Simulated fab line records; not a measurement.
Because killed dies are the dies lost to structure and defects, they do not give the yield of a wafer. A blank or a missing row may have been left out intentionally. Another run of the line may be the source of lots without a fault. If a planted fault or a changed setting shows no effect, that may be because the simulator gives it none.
fab line records	flow rit-cmos
[record] lots = 15	wafers = 45	last-day = 8
route steps=202 shown FOX1@21 PWELL@40 PRETRO@74 NLDD@112 M1@202
lots with no fault: from the same line, run without faults
start-h: start of the lot's first displayed wafer, in hours after the record's first day	wait-h: time in hours since the lot's previous step	" as in the row above	L1.1+2: a single row standing in for several wafers	- no value, or no start given	* or withheld: withheld	< > ~ a bound
route shown NAME@n: NAME is a module with steps in the file, n the number in the route of the first one	usual: mean/standard deviation of fault-free wafers	same: alike in all rows	chamber/n: place in a boat	sites: each site's reading	_std_site: standard deviation of those values	_edge_site: mean of outer sites minus mean of inner sites	radius-mm: how far each site lies from the wafer's centre	mask NAME#n: copy n	behind: the tool/chamber that last shaped the wafer	hold: cause of the lot's hold/its duration in hours/its outcome	device: the n, p or np transistor that did not switch	end of line: tests run on the same wafers once the route is complete	a step with no rows: only its recipe	killed: dies that structure and defects cost at the first sort, which is not the same as the wafer's yield	map: shows each die of a wafer: x if killed, . if not, _ if none is there
set.NAME: the setting the step ran with; set.NAME@STEP: the setting that earlier step ran with	model.NAME: the simulator's own value behind a step, which no gauge read
route steps across a sampled set of lots; one table per step, one row per wafer
[[steps]]
[step RIT_FOX1_THK_MEAS_01]
[recipe] reads = SiO2_of_FOX1_OXIDATION_00
[usual] FOX1_OXIDE_THK = 352/6.7
lot.wafer	tool	chamber	start-h	wait-h	FOX1_OXIDE_THK[nm]
L177.4	film-metro-04	-	28.40	0.0	366
L177.5	"	-	"	"	363
L177.6	"	-	"	"	357
L178.1	film-metro-02	-	33.37	0.0	350
L178.4	"	-	"	"	347
L178.6	"	-	"	"	347
L179.1	film-metro-04	-	37.25	0.0	342
L179.3	"	-	"	"	342
L179.6	"	-	"	"	345
L180.4	film-metro-02	-	44.69	0.0	358
L180.5	"	-	"	"	361
L180.6	"	-	"	"	357
L181.1	film-metro-04	-	48.88	0.0	363
L181.3	"	-	"	"	359
L181.5	"	-	"	"	358
L186.1	film-metro-04	-	71.95	0.0	349
L186.3	"	-	"	"	354
L186.5	"	-	"	"	349
L187.3	film-metro-04	-	78.58	0.0	367
L187.5	"	-	"	"	361
L187.6	"	-	"	"	360
L188.1	film-metro-03	-	85.21	0.0	368
L188.3	"	-	"	"	355
L188.6	"	-	"	"	360
L191.1	film-metro-03	-	99.57	0.0	353
L191.2	"	-	"	"	352
L191.3	"	-	"	"	357
L193.1	film-metro-02	-	107.69	0.0	350
L193.2	"	-	"	"	351
L193.4	"	-	"	"	342
L194.1	film-metro-03	-	112.63	0.0	344
L194.3	"	-	"	"	342
L194.5	"	-	"	"	352
L195.3	film-metro-02	-	117.96	0.0	350
L195.5	"	-	"	"	350
L195.6	"	-	"	"	352
L196.1	film-metro-02	-	123.99	0.0	357
L196.5	"	-	"	"	353
L196.6	"	-	"	"	360
L197.1	film-metro-03	-	127.42	0.0	355
L197.3	"	-	"	"	353
L197.6	"	-	"	"	349
L198.1	film-metro-03	-	133.37	0.0	337
L198.2	"	-	"	"	344
L198.3	"	-	"	"	344
[step RIT_PWELL_COAT_01]
[recipe] resist = NOVOLAK	spin-rpm = 2000	resist-thk-nm = 1300
[usual] chill-plate-temp-C = 23.01/0.095	dispense-pressure-kPa = 45.4/0.98
lot.wafer	tool	chamber	start-h	wait-h	chill-plate-temp-C	dispense-pressure-kPa
L177.4	litho-track-04	0	32.76	0.1	23.09	46.5
L177.5	"	0	"	"	23.19	46.6
L177.6	"	0	"	"	23.24	46.5
L178.1	litho-track-02	0	37.69	0.1	23.16	44.4
L178.4	"	0	"	"	22.96	44.4
L178.6	"	0	"	"	23.04	44.4
L179.1	litho-track-04	0	41.66	0.1	22.91	46.5
L179.3	"	0	"	"	22.97	46.5
L179.6	"	0	"	"	22.99	46.5
L180.4	litho-track-02	0	50.40	0.1	22.96	44.4
L180.5	"	0	"	"	23.01	44.4
L180.6	"	0	"	"	23.00	44.4
L181.1	litho-track-01	0	53.22	0.1	22.94	44.9
L181.3	"	0	"	"	22.92	44.9
L181.5	"	0	"	"	22.89	44.9
L186.1	litho-track-01	-	77.15	0.1	-	-
L186.3	"	-	"	"	-	-
L186.5	"	-	"	"	-	-
L187.3	litho-track-04	-	85.71	0.1	-	-
L187.5	"	-	"	"	-	-
L187.6	"	-	"	"	-	-
L188.1	litho-track-04	-	89.35	0.1	-	-
L188.3	"	-	"	"	-	-
L188.6	"	-	"	"	-	-
L191.1	litho-track-01	0	103.88	0.1	23.06	44.8
L191.2	"	0	"	"	23.05	44.9
L191.3	"	0	"	"	22.99	44.8
L193.1	litho-track-01	0	112.44	0.1	23.13	44.9
L193.2	"	0	"	"	23.11	44.9
L193.4	"	0	"	"	23.08	44.9
L194.1	litho-track-04	0	116.83	0.1	22.81	46.5
L194.3	"	0	"	"	22.99	46.5
L194.5	"	0	"	"	22.89	46.5
L195.3	litho-track-04	0	122.13	0.1	22.92	46.5
L195.5	"	0	"	"	22.84	46.6
L195.6	"	0	"	"	22.94	46.6
L196.1	litho-track-02	0	128.33	0.1	23.02	44.4
L196.5	"	0	"	"	23.04	44.3
L196.6	"	0	"	"	23.14	44.4
L197.1	litho-track-02	0	131.67	0.1	23.04	44.4
L197.3	"	0	"	"	23.09	44.4
L197.6	"	0	"	"	22.94	44.3
L198.1	litho-track-04	0	139.35	0.1	22.96	46.6
L198.2	"	0	"	"	23.08	46.5
L198.3	"	0	"	"	23.01	46.6
[step RIT_PWELL_OVL_MEAS_06]
[usual] PWELL_OVL = 0.7/1.4
lot.wafer	tool	chamber	start-h	wait-h	PWELL_OVL[nm]
L177.4	overlay-01	-	33.44	-	1.5
L177.5	"	-	"	"	0.0
L177.6	"	-	"	"	1.1
L178.1	overlay-01	-	38.54	-	1.4
L178.4	"	-	"	"	1.2
L178.6	"	-	"	"	1.8
L179.1	overlay-01	-	42.39	-	0.9
L179.3	"	-	"	"	-0.6
L179.6	"	-	"	"	0.2
L180.4	overlay-02	-	51.08	-	2.6
L180.5	"	-	"	"	1.7
L180.6	"	-	"	"	1.5
L181.1	overlay-02	-	53.95	-	0.2
L181.3	"	-	"	"	-1.3
L181.5	"	-	"	"	0.0
L186.1	overlay-02	-	78.07	-	-
L186.3	"	-	"	"	-
L186.5	"	-	"	"	-
L187.3	overlay-02	-	86.40	-	-
L187.5	"	-	"	"	-
L187.6	"	-	"	"	-
L188.1	overlay-02	-	90.20	-	-
L188.3	"	-	"	"	-
L188.6	"	-	"	"	-
L191.1	overlay-01	-	104.74	-	-2.6
L191.2	"	-	"	"	-1.0
L191.3	"	-	"	"	-1.1
L193.1	overlay-02	-	113.30	-	0.9
L193.2	"	-	"	"	0.9
L193.4	"	-	"	"	1.5
L194.1	overlay-02	-	117.56	-	3.2
L194.3	"	-	"	"	1.7
L194.5	"	-	"	"	2.5
L195.3	overlay-01	-	129.25	-	1.2
L195.5	"	-	"	"	0.7
L195.6	"	-	"	"	-0.4
L196.1	overlay-01	-	129.36	-	-1.8
L196.5	"	-	"	"	-1.8
L196.6	"	-	"	"	0.6
L197.1	overlay-02	-	132.40	-	2.9
L197.3	"	-	"	"	3.5
L197.6	"	-	"	"	2.1
L198.1	overlay-01	-	140.20	-	-2.0
L198.2	"	-	"	"	-1.8
L198.3	"	-	"	"	-2.1
[step RIT_PRETRO_TW_MEAS_10]
[usual] PRETRO_TW = 473/3.6
lot.wafer	tool	chamber	start-h	wait-h	PRETRO_TW
L177.4	film-metro-02	-	42.69	0.1	470
L177.5	"	-	"	"	473
L177.6	"	-	"	"	475
L178.1	film-metro-04	-	48.29	0.1	483
L178.4	"	-	"	"	480
L178.6	"	-	"	"	480
L179.1	film-metro-02	-	53.26	0.1	470
L179.3	"	-	"	"	471
L179.6	"	-	"	"	472
L180.4	film-metro-02	-	60.38	0.1	473
L180.5	"	-	"	"	473
L180.6	"	-	"	"	471
L181.1	film-metro-03	-	65.30	0.1	469
L181.3	"	-	"	"	470
L181.5	"	-	"	"	468
L186.1	film-metro-02	-	88.25	0.1	471
L186.3	"	-	"	"	471
L186.5	"	-	"	"	470
L187.3	film-metro-02	-	95.70	0.1	466
L187.5	"	-	"	"	466
L187.6	"	-	"	"	469
L188.1	film-metro-02	-	100.77	0.1	475
L188.3	"	-	"	"	478
L188.6	"	-	"	"	476
L191.1	film-metro-03	-	114.53	0.1	472
L191.2	"	-	"	"	472
L191.3	"	-	"	"	476
L193.1	film-metro-03	-	124.88	0.1	475
L193.2	"	-	"	"	480
L193.4	"	-	"	"	476
L194.1	film-metro-02	-	127.76	0.1	477
L194.3	"	-	"	"	472
L194.5	"	-	"	"	473
L195.3	film-metro-03	-	138.33	0.1	476
L195.5	"	-	"	"	478
L195.6	"	-	"	"	477
L196.1	film-metro-02	-	139.04	0.1	472
L196.5	"	-	"	"	472
L196.6	"	-	"	"	473
L197.1	film-metro-02	-	143.53	0.1	476
L197.3	"	-	"	"	475
L197.6	"	-	"	"	472
L198.1	film-metro-02	-	150.23	0.1	474
L198.2	"	-	"	"	472
L198.3	"	-	"	"	474
[step RIT_NLDD_STRIP_09]
[recipe] chemistry = O2	time-s = 180	resist = NOVOLAK	platen-temp-c = withheld	power-w = 500	pressure-mtorr = 4000	o2-flow-sccm = 4000
[usual] drypump-motor-current-A = 5.8/0.4
lot.wafer	tool	chamber	start-h	wait-h	drypump-motor-current-A	rf-hours-counter-h
L177.4	plasma-asher-01	0	56.77	0.1	5.6	-
L177.5	"	0	"	"	5.6	-
L177.6	"	1	"	"	6.1	-
L178.1	plasma-asher-01	1	59.26	0.1	6.1	22
L178.4	"	1	"	"	6.1	-
L178.6	"	1	"	"	6.1	-
L179.1	plasma-asher-01	1	66.04	0.1	6.1	23
L179.3	"	1	"	"	6.1	-
L179.6	"	0	"	"	5.6	-
L180.4	plasma-asher-03	1	71.62	0.1	5.2	-
L180.5	"	0	"	"	6.0	-
L180.6	"	1	"	"	5.2	-
L181.1	plasma-asher-01	1	78.49	0.1	6.1	24
L181.3	"	0	"	"	5.6	-
L181.5	"	0	"	"	5.6	-
L186.1	plasma-asher-01	0	100.50	0.1	5.6	26
L186.3	"	1	"	"	6.1	-
L186.5	"	0	"	"	5.6	-
L187.3	plasma-asher-01	0	107.87	0.1	5.6	-
L187.5	"	1	"	"	6.1	-
L187.6	"	0	"	"	5.6	-
L188.1	plasma-asher-02	0	111.61	0.1	6.6	49
L188.3	"	1	"	"	5.2	-
L188.6	"	1	"	"	5.1	-
L191.1	plasma-asher-01	1	125.17	0.1	6.1	29
L191.2	"	0	"	"	5.6	29
L191.3	"	0	"	"	5.6	-
L193.1	plasma-asher-01	1	137.29	0.1	6.1	30
L193.2	"	0	"	"	5.6	30
L193.4	"	1	"	"	6.1	-
L194.1	plasma-asher-01	0	139.84	0.1	5.6	30
L194.3	"	1	"	"	6.1	-
L194.5	"	0	"	"	5.6	-
L195.3	plasma-asher-03	0	147.98	0.1	6.0	-
L195.5	"	0	"	"	6.0	-
L195.6	"	1	"	"	5.2	-
L196.1	plasma-asher-01	1	152.06	0.1	6.1	31
L196.5	"	1	"	"	6.1	-
L196.6	"	0	"	"	5.6	-
L197.1	plasma-asher-03	1	167.42	0.1	5.2	52
L197.3	"	0	"	"	6.0	-
L197.6	"	0	"	"	6.0	-
L198.1	plasma-asher-03	0	172.24	0.1	6.0	53
L198.2	"	1	"	"	5.2	53
L198.3	"	1	"	"	5.2	-
[step RIT_M1_PROBE_99]
[usual] killed-at-contacts = 0.1/0.23	killed-at-front-end = 7/3	killed-dies = 7/3	killed-on-rim = 1.8/1.5	killed-open = 3.3/1.8	killed-short = 3.3/2.2
[same] gross-dies = 264	killed_at_M0_to_M3 = 0	killed_at_M4_up = 0	killed-at-back-side = 0	killed-at-other = 0
lot.wafer	tool	chamber	start-h	wait-h	killed-at-contacts	killed-at-front-end	killed-dies	killed-on-rim	killed-open	killed-short
L177.4	prober-01	-	71.76	0.2	0	7	7	1	5	2
L177.5	prober-01	-	71.81	0.2	0	8	8	3	5	3
L177.6	prober-01	-	71.86	0.2	0	3	3	1	2	1
L178.1	prober-02	-	74.20	0.1	0	2	2	1	1	1
L178.4	prober-02	-	74.35	0.2	0	11	11	4	3	8
L178.6	prober-02	-	74.45	0.2	0	4	4	1	3	1
L179.1	prober-01	-	81.25	0.1	0	3	3	0	1	2
L179.3	prober-01	-	81.35	0.2	0	5	5	1	2	3
L179.6	prober-01	-	81.50	0.2	0	5	5	0	1	4
L180.4	prober-02	-	86.77	0.2	0	7	7	2	2	5
L180.5	prober-02	-	86.82	0.2	0	4	4	1	4	0
L180.6	prober-02	-	86.87	0.2	0	9	9	4	5	4
L181.1	prober-01	-	100.77	0.1	0	4	4	1	1	3
L181.3	prober-01	-	100.87	0.2	0	6	6	0	3	3
L181.5	prober-01	-	100.97	0.2	0	5	5	0	3	2
L186.1	prober-01	-	116.10	0.1	0	264	264	70	6	4
L186.3	prober-01	-	116.20	0.2	1	263	264	70	3	2
L186.5	prober-01	-	116.30	0.2	0	264	264	70	3	2
L187.3	prober-02	-	123.02	0.2	0	264	264	70	6	2
L187.5	prober-02	-	123.12	0.2	0	264	264	70	2	2
L187.6	prober-02	-	123.17	0.2	0	264	264	70	4	3
L188.1	prober-01	-	129.93	0.1	0	264	264	70	1	6
L188.3	prober-01	-	130.03	0.2	0	264	264	70	5	2
L188.6	prober-01	-	130.18	0.2	0	264	264	70	2	8
L191.1	prober-02	-	142.15	0.1	1	6	7	2	2	5
L191.2	prober-02	-	142.20	0.1	0	12	12	3	9	3
L191.3	prober-02	-	142.25	0.2	0	4	4	0	2	2
L193.1	prober-02	-	152.46	0.1	0	8	8	3	2	6
L193.2	prober-02	-	152.51	0.1	0	5	5	1	4	1
L193.4	prober-02	-	152.61	0.2	0	8	8	2	4	4
L194.1	prober-01	-	155.61	0.1	0	7	7	0	4	3
L194.3	prober-01	-	155.71	0.2	0	7	7	1	1	6
L194.5	prober-01	-	155.81	0.2	0	4	4	1	2	2
L195.3	prober-02	-	163.10	0.2	0	8	8	2	4	4
L195.5	prober-02	-	163.20	0.2	0	12	12	3	4	8
L195.6	prober-02	-	163.25	0.2	0	7	7	2	4	3
L196.1	prober-02	-	167.52	0.1	0	8	8	2	4	4
L196.5	prober-02	-	167.72	0.2	0	9	9	2	5	4
L196.6	prober-02	-	167.77	0.2	0	10	10	2	3	7
L197.1	prober-01	-	182.90	0.1	0	10	10	2	5	5
L197.3	prober-01	-	183.00	0.2	0	7	7	0	2	5
L197.6	prober-01	-	183.15	0.2	0	9	9	3	7	2
L198.1	prober-02	-	187.40	0.1	0	3	3	1	2	1
L198.2	prober-02	-	187.45	0.1	0	13	13	4	6	7
L198.3	prober-02	-	187.50	0.2	0	5	5	1	3	2
// killed by level:class
L177.4 REOX:geometric-particle:open=3 GATE:geometric-particle:short=1 GATE:geometric-particle:open=1 SPACER:geometric-particle:short=1 SILICIDE:geometric-particle:open=1
L177.5 GATE:geometric-particle:short=2 FOX2:geometric-particle:open=1 GATE:geometric-particle:open=1 REOX:geometric-particle:open=1 SPACER:geometric-particle:open=1 SPACER:geometric-particle:short=1 SILICIDE:geometric-particle:open=1
L177.6 FOX2:geometric-particle:short=1 GATE:geometric-particle:open=1 SPACER:geometric-particle:open=1
L178.1 FOX2:geometric-particle:open=1 GATE:geometric-particle:short=1
L178.4 FOX2:geometric-particle:short=3 FOX1:geometric-particle:open=1 FOX1:geometric-particle:short=1 FOX2:geometric-particle:open=1 GATE:geometric-particle:short=1 REOX:geometric-particle:short=1 SPACER:geometric-particle:short=1 SILICIDE:geometric-particle:open=1
L178.6 FOX1:geometric-particle:open=2 REOX:geometric-particle:short=1 SPACER:geometric-particle:open=1
L179.1 GATE:geometric-particle:open=1 GATE:geometric-particle:short=1 REOX:geometric-particle:short=1
L179.3 FOX1:geometric-particle:short=2 REOX:geometric-particle:open=1 SPACER:geometric-particle:open=1 SPACER:geometric-particle:short=1
L179.6 FOX1:geometric-particle:short=2 FOX2:geometric-particle:short=1 GATE:geometric-particle:open=1 SILICIDE:geometric-particle:short=1
L180.4 SILICIDE:geometric-particle:short=2 FOX1:geometric-particle:short=1 FOX2:geometric-particle:open=1 GATE:geometric-particle:short=1 FOX2:geometric-particle:short=1 SILICIDE:geometric-particle:open=1
L180.5 GATE:geometric-particle:open=2 FOX2:geometric-particle:open=1 SILICIDE:geometric-particle:open=1
L180.6 FOX1:geometric-particle:open=2 FOX1:geometric-particle:short=1 FOX2:geometric-particle:short=1 GATE:geometric-particle:short=1 GATE:geometric-particle:open=1 REOX:geometric-particle:open=1 SPACER:geometric-particle:open=1 SILICIDE:geometric-particle:short=1
L181.1 GATE:geometric-particle:short=2 FOX1:geometric-particle:short=1 GATE:geometric-particle:open=1
L181.3 SPACER:geometric-particle:open=2 FOX1:geometric-particle:open=1 FOX1:geometric-particle:short=1 GATE:geometric-particle:short=1 SPACER:geometric-particle:short=1
L181.5 FOX1:geometric-particle:short=1 FOX1:geometric-particle:open=1 FOX2:geometric-particle:open=1 REOX:geometric-particle:open=1 SILICIDE:geometric-particle:short=1
L186.1 PWELL:area-expose=254 FOX1:geometric-particle:open=3 SPACER:geometric-particle:short=2 FOX1:geometric-particle:short=1 GATE:geometric-particle:short=1 REOX:geometric-particle:open=1 SPACER:geometric-particle:open=1 SILICIDE:geometric-particle:open=1
L186.3 PWELL:area-expose=259 GATE:geometric-particle:open=3 SPACER:geometric-particle:short=1 CONTACT:geometric-particle:short=1
L186.5 PWELL:area-expose=259 GATE:geometric-particle:open=3 SPACER:geometric-particle:short=2
L187.3 PWELL:area-expose=256 FOX1:geometric-particle:open=2 SILICIDE:geometric-particle:open=2 FOX1:geometric-particle:short=1 FOX2:geometric-particle:open=1 FOX2:geometric-particle:short=1 GATE:geometric-particle:open=1
L187.5 PWELL:area-expose=260 FOX1:geometric-particle:short=2 FOX2:geometric-particle:open=1 REOX:geometric-particle:open=1
L187.6 PWELL:area-expose=257 GATE:geometric-particle:open=2 FOX1:geometric-particle:short=1 GATE:geometric-particle:short=1 SPACER:geometric-particle:open=1 SILICIDE:geometric-particle:short=1 SILICIDE:geometric-particle:open=1
L188.1 PWELL:area-expose=257 GATE:geometric-particle:short=4 FOX1:geometric-particle:short=1 REOX:geometric-particle:open=1 REOX:geometric-particle:short=1
L188.3 PWELL:area-expose=257 GATE:geometric-particle:open=2 FOX1:geometric-particle:open=1 FOX2:geometric-particle:short=1 GATE:geometric-particle:short=1 SPACER:geometric-particle:open=1 SILICIDE:geometric-particle:open=1
L188.6 PWELL:area-expose=254 GATE:geometric-particle:short=6 GATE:geometric-particle:open=2 FOX1:geometric-particle:short=1 SPACER:geometric-particle:short=1
L191.1 GATE:geometric-particle:short=3 FOX1:geometric-particle:short=2 SILICIDE:geometric-particle:open=1 CONTACT:geometric-particle:open=1
L191.2 FOX1:geometric-particle:open=3 GATE:geometric-particle:open=2 REOX:geometric-particle:open=2 SPACER:geometric-particle:short=2 SPACER:geometric-particle:open=2 SILICIDE:geometric-particle:short=1
L191.3 ACTIVE:geometric-particle:short=1 GATE:geometric-particle:open=1 GATE:geometric-particle:short=1 REOX:geometric-particle:open=1
L193.1 SPACER:geometric-particle:short=4 SPACER:geometric-particle:open=2 REOX:geometric-particle:short=1 SILICIDE:geometric-particle:short=1
L193.2 GATE:geometric-particle:open=2 ACTIVE:geometric-particle:open=1 FOX1:geometric-particle:open=1 SILICIDE:geometric-particle:short=1
L193.4 SILICIDE:geometric-particle:short=3 SPACER:geometric-particle:open=2 REOX:geometric-particle:open=1 REOX:geometric-particle:short=1 SILICIDE:geometric-particle:open=1
L194.1 GATE:geometric-particle:short=3 GATE:geometric-particle:open=2 FOX1:geometric-particle:open=1 SPACER:geometric-particle:open=1
L194.3 GATE:geometric-particle:short=3 SILICIDE:geometric-particle:short=2 FOX2:geometric-particle:open=1 SPACER:geometric-particle:short=1
L194.5 REOX:geometric-particle:short=2 REOX:geometric-particle:open=2
L195.3 REOX:geometric-particle:short=2 FOX1:geometric-particle:open=1 FOX2:geometric-particle:short=1 FOX2:geometric-particle:open=1 GATE:geometric-particle:short=1 SPACER:geometric-particle:open=1 SILICIDE:geometric-particle:open=1
L195.5 GATE:geometric-particle:short=5 FOX1:geometric-particle:open=2 REOX:geometric-particle:short=2 REOX:geometric-particle:open=2 FOX1:geometric-particle:short=1
L195.6 SPACER:geometric-particle:open=2 FOX1:geometric-particle:open=1 FOX2:geometric-particle:short=1 SPACER:geometric-particle:short=1 SILICIDE:geometric-particle:short=1 SILICIDE:geometric-particle:open=1
L196.1 GATE:geometric-particle:short=2 FOX1:geometric-particle:open=1 FOX1:geometric-particle:short=1 FOX2:geometric-particle:short=1 FOX2:geometric-particle:open=1 GATE:geometric-particle:open=1 SPACER:geometric-particle:open=1
L196.5 GATE:geometric-particle:open=3 FOX1:geometric-particle:short=2 FOX2:geometric-particle:open=2 FOX2:geometric-particle:short=1 SILICIDE:geometric-particle:short=1
L196.6 SPACER:geometric-particle:open=3 REOX:geometric-particle:short=2 SPACER:geometric-particle:short=2 FOX1:geometric-particle:short=1 GATE:geometric-particle:short=1 SILICIDE:geometric-particle:short=1
L197.1 FOX1:geometric-particle:short=2 FOX1:geometric-particle:open=2 REOX:geometric-particle:short=2 FOX2:geometric-particle:open=1 REOX:geometric-particle:open=1 SPACER:geometric-particle:short=1 SILICIDE:geometric-particle:open=1
L197.3 SPACER:geometric-particle:short=3 GATE:geometric-particle:open=2 FOX1:geometric-particle:short=1 GATE:geometric-particle:short=1
L197.6 FOX1:geometric-particle:open=2 SPACER:geometric-particle:open=2 GATE:geometric-particle:open=2 FOX1:geometric-particle:short=1 GATE:geometric-particle:short=1 SILICIDE:geometric-particle:open=1
L198.1 FOX2:geometric-particle:short=1 GATE:geometric-particle:open=1 SPACER:geometric-particle:open=1
L198.2 GATE:geometric-particle:open=4 GATE:geometric-particle:short=4 SPACER:geometric-particle:short=2 SPACER:geometric-particle:open=2 SILICIDE:geometric-particle:short=1
L198.3 FOX1:geometric-particle:open=1 FOX1:geometric-particle:short=1 GATE:geometric-particle:open=1 SPACER:geometric-particle:open=1 SPACER:geometric-particle:short=1
[[key]]
[first-sign] step = RIT_PWELL_COAT_01	reading = tool-record	direction = missing
[effect] step = RIT_PWELL_OVL_MEAS_06	reading = PWELL_OVL	direction = missing
[effect] step = RIT_M1_PROBE_99	reading = killed-dies	direction = up	sigmas = 86	usual = 7	struck = 264
[more-kills-born-at] RIT_PWELL_EXPOSE_03@iline-stepper-01 = 1545	RIT_PWELL_EXPOSE_03@iline-stepper-02 = 768
met-at RIT_PWELL_COAT_01
struck-lots L186,L187,L188
tester-left-out L186,L187,L188
not-acting-at RIT_FOX1_THK_MEAS_01,RIT_PRETRO_TW_MEAS_10,RIT_NLDD_STRIP_09
onset-between 53.22 77.15
[fault] kind = skipped-step-whole	tool = litho-track-01,litho-track-04	chamber = -	onset-h = 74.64	steps = RIT_PWELL_COAT_01	scope = struck-lots-only
// tester-left-out: of these lots the tester's yield and bins aren't shown, on N5 and GAA mostly nor the transistor test; their killed dies are dies lost to structure and defects alone, not to doping, threshold or leakage, so they don't give the yield
